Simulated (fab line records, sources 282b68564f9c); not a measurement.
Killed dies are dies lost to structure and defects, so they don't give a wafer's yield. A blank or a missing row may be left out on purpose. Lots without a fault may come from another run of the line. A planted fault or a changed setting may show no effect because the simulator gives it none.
Which tool did it? | flow rit_cmos | 15 lots, 45 wafers sampled, at 4 steps of a route of 202

WHAT THE GAUGES READ, wafer by wafer
RIT_GATE_THK_MEAS_09. Usual: GATE_POLY_THK 244.1 nm, standard deviation 2.
lot  | measured    | on            | GATE_POLY_THK (nm) | flag
L862 | day 2 16:09 | film_metro-03 | 246.6 244.5 246.7  |
L864 | day 3 04:16 | film_metro-01 | 245.0 243.0 243.0  |
L865 | day 3 10:45 | film_metro-03 | 243.7 243.4 243.2  |
L866 | day 3 12:35 | film_metro-01 | 243.1 244.5 246.1  |
L867 | day 3 16:37 | film_metro-04 | 243.5 242.2 242.1  |
L868 | day 3 23:22 | film_metro-03 | 245.9 247.2 246.3  |
L869 | day 4 04:26 | film_metro-01 | 246.2 244.6 246.5  |
L871 | day 4 13:13 | film_metro-04 | 240.0 240.4 240.9  |
L872 | day 4 18:48 | film_metro-04 | 243.1 245.3 243.7  |
L873 | day 5 01:39 | film_metro-03 | 246.0 246.1 244.5  |
L874 | day 5 04:41 | film_metro-03 | 240.9 243.0 244.3  |
L875 | day 5 09:38 | film_metro-04 | 246.3 246.1 245.0  |
L876 | day 5 15:40 | film_metro-04 | 245.7 247.6 246.4  |
L877 | day 5 22:32 | film_metro-04 | 246.8 243.7 245.3  |
L881 | day 6 18:52 | film_metro-04 | 243.9 245.3 243.2  |

RIT_NLDD_TW_MEAS_10. Usual: NLDD_TW 2478, standard deviation 14.
lot  | measured    | on            | NLDD_TW        | flag
L862 | day 2 22:14 | film_metro-01 | 2466 2456 2466 |
L864 | day 3 10:15 | film_metro-01 | 2470 2465 2453 |
L865 | day 3 17:22 | film_metro-02 | 2499 2480 2488 |
L866 | day 3 19:50 | film_metro-01 | 2453 2452 2457 |
L867 | day 3 22:54 | film_metro-02 | 2497 2496 2494 |
L868 | day 4 06:08 | film_metro-02 | 2482 2475 2485 |
L869 | day 4 10:43 | film_metro-02 | 2482 2487 2499 |
L871 | day 4 19:20 | film_metro-03 | 2478 2465 2476 |
L872 | day 5 01:32 | film_metro-03 | 2454 2453 2462 |
L873 | day 5 07:51 | film_metro-03 | 2466 2457 2465 |
L874 | day 5 11:49 | film_metro-02 | 2500 2505 2484 |
L875 | day 5 15:41 | film_metro-01 | 2461 2469 2480 |
L876 | day 5 21:41 | film_metro-01 | 2469 2476 2467 |
L877 | day 6 04:31 | film_metro-03 | 2470 2459 2455 |
L881 | day 7 01:07 | film_metro-02 | 2495 2469 2494 |

RIT_M1_BOW_MEAS_16. Usual: M1_BOW 16 um, standard deviation 6.7.
lot  | measured    | on            | M1_BOW (um) | flag
L862 | day 3 13:24 | film_metro-02 | 16 24 16    |
L864 | day 4 01:27 | film_metro-03 | 22 28 14    |
L865 | day 4 08:31 | film_metro-02 | 22 1 14     |
L866 | day 4 11:07 | film_metro-01 | 15 6 24     |
L867 | day 4 13:50 | film_metro-01 | 4 13 4      |
L868 | day 4 21:23 | film_metro-03 | 25 21 16    |
L869 | day 5 01:28 | film_metro-02 | 14 10 4     |
L871 | day 5 11:08 | film_metro-03 | 17 20 25    |
L872 | day 5 17:46 | film_metro-02 | 18 18 18    |
L873 | day 5 23:51 | film_metro-01 | 15 18 34    |
L874 | day 6 04:46 | film_metro-01 | 20 25 5     |
L875 | day 6 07:46 | film_metro-02 | 14 24 23    |
L876 | day 6 15:27 | film_metro-02 | 7 9 6       |
L877 | day 6 22:13 | film_metro-02 | 23 26 11    |
L881 | day 7 17:48 | film_metro-03 | 13 19 20    |

WHICH TOOL RAN EACH LOT (tool, then ch and the chambers of the sampled wafers, then the start)
lot  | RIT_M1_EXPOSE_06
L862 | iline_stepper-01 ch 0, day 3 10:22
L864 | iline_stepper-01 ch 0, day 3 22:25
L865 | iline_stepper-01 ch 0, day 4 05:30
L866 | iline_stepper-02 ch 0, day 4 08:08
L867 | iline_stepper-02 ch 0, day 4 10:52
L868 | iline_stepper-01 ch 0, day 4 18:17
L869 | iline_stepper-01 ch 0, day 4 22:22
L871 | iline_stepper-01 ch 0, day 5 08:08
L872 | iline_stepper-02 ch 0, day 5 14:34
L873 | iline_stepper-01 ch 0, day 5 20:53
L874 | iline_stepper-02 ch 0, day 6 01:37
L875 | iline_stepper-01, day 6 04:46
L876 | iline_stepper-02, day 6 12:29
L877 | iline_stepper-01, day 6 19:03
L881 | iline_stepper-01 ch 0, day 7 14:50
- RIT_M1_EXPOSE_06: exposes mask M12, target cd 2600 nm.

WHAT THE TOOLS THEMSELVES READ (means of the sampled wafers that have a number; where no wafer has one, the mark that the record gives instead)
RIT_M1_EXPOSE_06. Usual: exposure_dose_mJ_cm2 251.66, standard deviation 0.27; focus_offset_nm -0.1 nm, standard deviation 0.54; reticle_temp_C 22.99 C, standard deviation 0.1; stage_vel_mm_s 500.00 mm/s, standard deviation 0.25.
lot  | tool             | exposure_dose_mJ_cm2 | focus_offset_nm (nm) | reticle_temp_C (C) | stage_vel_mm_s (mm/s) | flag
L862 | iline_stepper-01 | 251.66               | 0.6                  | 22.99              | 500.08                |
L864 | iline_stepper-01 | 251.91               | -0.2                 | 22.93              | 500.29                |
L865 | iline_stepper-01 | 251.79               | -0.3                 | 22.99              | 499.90                |
L866 | iline_stepper-02 | 251.34               | 0.2                  | 23.00              | 499.70                |
L867 | iline_stepper-02 | 251.50               | 0.5                  | 23.01              | 499.96                |
L868 | iline_stepper-01 | 251.51               | -0.3                 | 23.05              | 499.96                |
L869 | iline_stepper-01 | 251.39               | 0.2                  | 23.01              | 499.97                |
L871 | iline_stepper-01 | 251.90               | 0.3                  | 23.10              | 499.96                |
L872 | iline_stepper-02 | 251.87               | 0.1                  | 22.94              | 500.09                |
L873 | iline_stepper-01 | 251.95               | -0.8                 | 23.00              | 499.88                |
L874 | iline_stepper-02 | 252.10               | -0.4                 | 23.01              | 500.01                |
L875 | iline_stepper-01 | -                    | -                    | -                  | -                     | OFF
L876 | iline_stepper-02 | -                    | -                    | -                  | -                     | OFF
L877 | iline_stepper-01 | -                    | -                    | -                  | -                     | OFF
L881 | iline_stepper-01 | 251.51               | -0.1                 | 23.01              | 500.13                |

THE ANSWER, worked out from the rows above alone
Rule: a lot is off if the mean of its wafers that have a number lies more than 3 standard deviations from the usual mean. A lot without any number at a reading at which 4 lots or more have one is off too. The other lots that the step has rows for count as sound. The gauges are gone through in route order, then the tools' own readings, and for those a lot's mean is taken as printed above. The first step at which some lot is off is used, and at that step the reading that is off furthest; a lot without a number counts as furthest.
Off: L875, L876, L877, at RIT_M1_EXPOSE_06 (exposure_dose_mJ_cm2). Without a number there: L875, L876, L877.
A tool fits if, at that step or a process step before it, it ran every lot that is off, and no sound lot after the first of them. None of those tried fits.

WHAT THE SIMULATOR HAD PUT IN
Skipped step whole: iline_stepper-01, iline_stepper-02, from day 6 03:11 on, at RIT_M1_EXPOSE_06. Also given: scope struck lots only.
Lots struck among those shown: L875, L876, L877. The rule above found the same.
